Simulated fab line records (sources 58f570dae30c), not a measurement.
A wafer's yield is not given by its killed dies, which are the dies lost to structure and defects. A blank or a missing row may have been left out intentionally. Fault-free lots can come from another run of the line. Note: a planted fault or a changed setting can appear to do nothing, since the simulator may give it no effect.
What tool caused it?	flow berkeley cmos170	13 lots, 39 wafers sampled, at 5 steps of a route of 331

== WHAT EACH GAUGE READ, for each wafer ==
UCB170_SACOX_THK_MEAS_02. Usual: for SACOX_OXIDE_THK the level is 14.27 nm and the standard deviation is 0.23.
lot	measured	on	SACOX_OXIDE_THK (nm)	flag
L317	day 5 07:14	film metro-04	14.17 14.12 14.24	
L318	day 5 07:17	film metro-04	14.02 14.08 14.08	
L323	day 6 06:20	film metro-04	14.15 14.23 14.22	
L327	day 7 05:44	film metro-01	14.51 14.50 14.39	
L326	day 7 05:44	film metro-02	14.32 14.43 14.44	
L328	day 7 05:44	film metro-04	14.27 14.24 14.17	
L329	day 7 05:49	film metro-01	14.50 14.35 14.45	
L331	day 8 04:17	film metro-04	14.04 13.97 14.27	
L332	day 8 04:17	film metro-01	14.72 14.38 14.43	
L333	day 8 14:55	film metro-01	14.77 14.72 14.80	
L339	day 9 10:02	film metro-02	14.11 14.24 14.54	
L337	day 9 10:06	film metro-04	13.84 13.94 13.89	
L340	day 9 20:10	film metro-02	14.51 14.42 14.45	

UCB170_CONTACT_THK_MEAS_02. Usual: for CONTACT_PSG_THK the level is 701 nm and the standard deviation is 8.1.
lot	measured	on	CONTACT_PSG_THK (nm)	flag
L317	day 7 00:03	film metro-02	692 690 695	
L318	day 7 00:02	film metro-01	708 712 712	
L323	day 8 01:05	film metro-02	703 701 704	
L327	day 8 22:35	film metro-02	708 711 709	
L326	day 8 22:35	film metro-04	712 709 713	
L328	day 8 22:35	film metro-01	716 712 707	
L329	day 8 21:14	film metro-04	689 695 696	
L331	day 10 03:09	film metro-04	702 698 702	
L332	day 10 00:29	film metro-02	688 687 690	
L333	day 10 07:13	film metro-01	705 702 706	
L339	day 11 05:41	film metro-04	706 707 702	
L337	day 11 05:34	film metro-04	516 514 518 516 514 518	OFF
L340	day 11 12:44	film metro-04	715 703 703	

UCB170_CONTACT_CD_MEAS_15 targets a cd of 700 nm. Usual: cd nm 699.5 nm, standard deviation 1.6.
lot	measured	on	cd nm (nm)	flag
L317	day 7 01:50	cd sem-02	701.6 700.5 700.1	
L318	day 7 02:21	cd sem-01	697.3 697.2 694.4	
L323	day 8 03:00	cd sem-01	698.9 699.5 697.8	
L327	day 9 00:31	cd sem-01	700.0 700.1 700.4	
L326	day 9 00:45	cd sem-02	697.3 697.3 699.7	
L328	day 9 00:49	cd sem-01	700.0 697.1 699.0	
L329	day 8 23:24	cd sem-01	699.4 697.2 699.1	
L331	day 10 04:59	cd sem-01	701.6 702.0 701.1	
L332	day 10 02:30	cd sem-01	699.9 697.2 699.4	
L333	day 10 09:02	cd sem-01	702.0 702.3 702.0	
L339	day 11 08:05	cd sem-01	698.8 699.9 697.5	
L337	day 11 09:59	cd sem-02	702.5 702.0 700.9	
L340	day 11 14:43	cd sem-02	697.9 698.3 699.5	

== TOOL THAT RAN EACH LOT (tool first, then ch and the chambers of the sampled wafers, then the start) ==
lot	UCB170_NLDD_STRIP_10	UCB170_CONTACT_CVD_01
L317	plasma asher-03 ch 0,1, day 6 09:52	lpcvd-01 ch 0, day 6 22:15
L318	plasma asher-03 ch 0,1, day 6 10:06	lpcvd-01 ch 0, day 6 22:15
L323	plasma asher-04 ch 0,1, day 7 11:27	lpcvd-02 ch 0, day 7 23:17
L327	plasma asher-04 ch 0,1, day 8 10:10	lpcvd-01 ch 1, day 8 20:48
L326	plasma asher-03 ch 1, day 8 09:55	lpcvd-01 ch 0, day 8 20:48
L328	plasma asher-03 ch 0,1, day 8 10:24	lpcvd-01 ch 1, day 8 20:48
L329	plasma asher-02 ch 0,1, day 8 09:21	lpcvd-02 ch 1, day 8 19:26
L331	plasma asher-04 ch 0, day 9 10:59	lpcvd-02 ch 0, day 10 00:29
L332	plasma asher-02 ch 0,1, day 9 10:32	lpcvd-02 ch 0, day 9 21:48
L333	plasma asher-04 ch 0,1, day 9 20:27	lpcvd-02 ch 0, day 10 05:26
L339	plasma asher-03 ch 0,1, day 10 15:56	lpcvd-01 ch 1, day 11 02:57
L337	plasma asher-02 ch 0,1, day 10 16:23	lpcvd-02 ch 0, day 11 03:46
L340	plasma asher-02 ch 0,1, day 10 22:29	lpcvd-01 ch 0, day 11 10:03
- UCB170_NLDD_STRIP_10: strips in O2.
- UCB170_CONTACT_CVD_01: deposits PSG from SiH4/O2/PH3, target thk 700 nm, time 2820 s.

== AS READ BY THE TOOLS THEMSELVES (means over the sampled wafers that have a number; for cases with no such wafer, the mark the record gives instead) ==
UCB170_NLDD_STRIP_10. Usual: drypump motor current A 5.74 A, standard deviation 0.16; oes product au 0.734 a.u., standard deviation 0.0049; strip time to endpoint s 21.64 s, standard deviation 0.054.
lot	tool	drypump motor current A (A)	oes product au (a.u.)	strip time to endpoint s (s)	flag
L317	plasma asher-03	5.60	0.730	21.62	
L318	plasma asher-03	5.61	0.728	21.77	
L323	plasma asher-04	5.88	0.730	21.64	
L327	plasma asher-04	5.92	0.732	21.65	
L326	plasma asher-03	5.49	0.737	21.63	
L328	plasma asher-03	5.70	0.736	21.67	
L329	plasma asher-02	5.68	0.734	21.60	
L331	plasma asher-04	5.76	0.731	21.63	
L332	plasma asher-02	5.68	0.731	21.68	
L333	plasma asher-04	5.81	0.735	21.58	
L339	plasma asher-03	5.59	0.736	21.64	
L337	plasma asher-02	5.75	0.733	21.63	
L340	plasma asher-02	5.68	0.733	21.58	

UCB170_CONTACT_CVD_01. Usual: sih4 flow sccm 60.04 sccm, standard deviation 0.18.
lot	tool	sih4 flow sccm (sccm)	flag
L317	lpcvd-01	59.90	
L318	lpcvd-01	60.08	
L323	lpcvd-02	60.14	
L327	lpcvd-01	60.15	
L326	lpcvd-01	59.84	
L328	lpcvd-01	60.15	
L329	lpcvd-02	59.90	
L331	lpcvd-02	60.05	
L332	lpcvd-02	60.08	
L333	lpcvd-02	60.04	
L339	lpcvd-01	60.18	
L337	lpcvd-02	60.21	
L340	lpcvd-01	60.15	

== THE ANSWER, worked out from the rows above alone ==
Rule: lot off if the mean of its wafers having a number is beyond 3 standard deviations from the usual mean. Also off: a lot with no number at a reading for which 4 or more lots have one. All remaining lots with rows at the step are treated as sound. First the gauges in route order, then the tools' own readings, where a lot's mean is used as printed above. At the first step where some lot is off, the reading lying furthest off is the one used; lots without a number count as furthest.
Off: at UCB170_CONTACT_THK_MEAS_02 (CONTACT_PSG_THK), L337.
A tool fits if, at a process step before that reading, it ran every lot that is off, and no sound lot after the first of them. Those tools and the gauges at UCB170_CONTACT_THK_MEAS_02 are tried in the same way. One fits: UCB170_CONTACT_CVD_01 on lpcvd-02. A fault onset in the window from L333 (day 10 05:26, its last sound lot) to L337 (day 11 03:46, its first lot off) fits.

== WHAT WAS PUT IN BY THE SIMULATOR ==
lpcvd-02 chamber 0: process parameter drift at UCB170_CONTACT_CVD_01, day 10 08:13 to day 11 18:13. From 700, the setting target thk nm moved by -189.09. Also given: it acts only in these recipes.
Lots struck among those shown: L337. Same finding as the rule above.
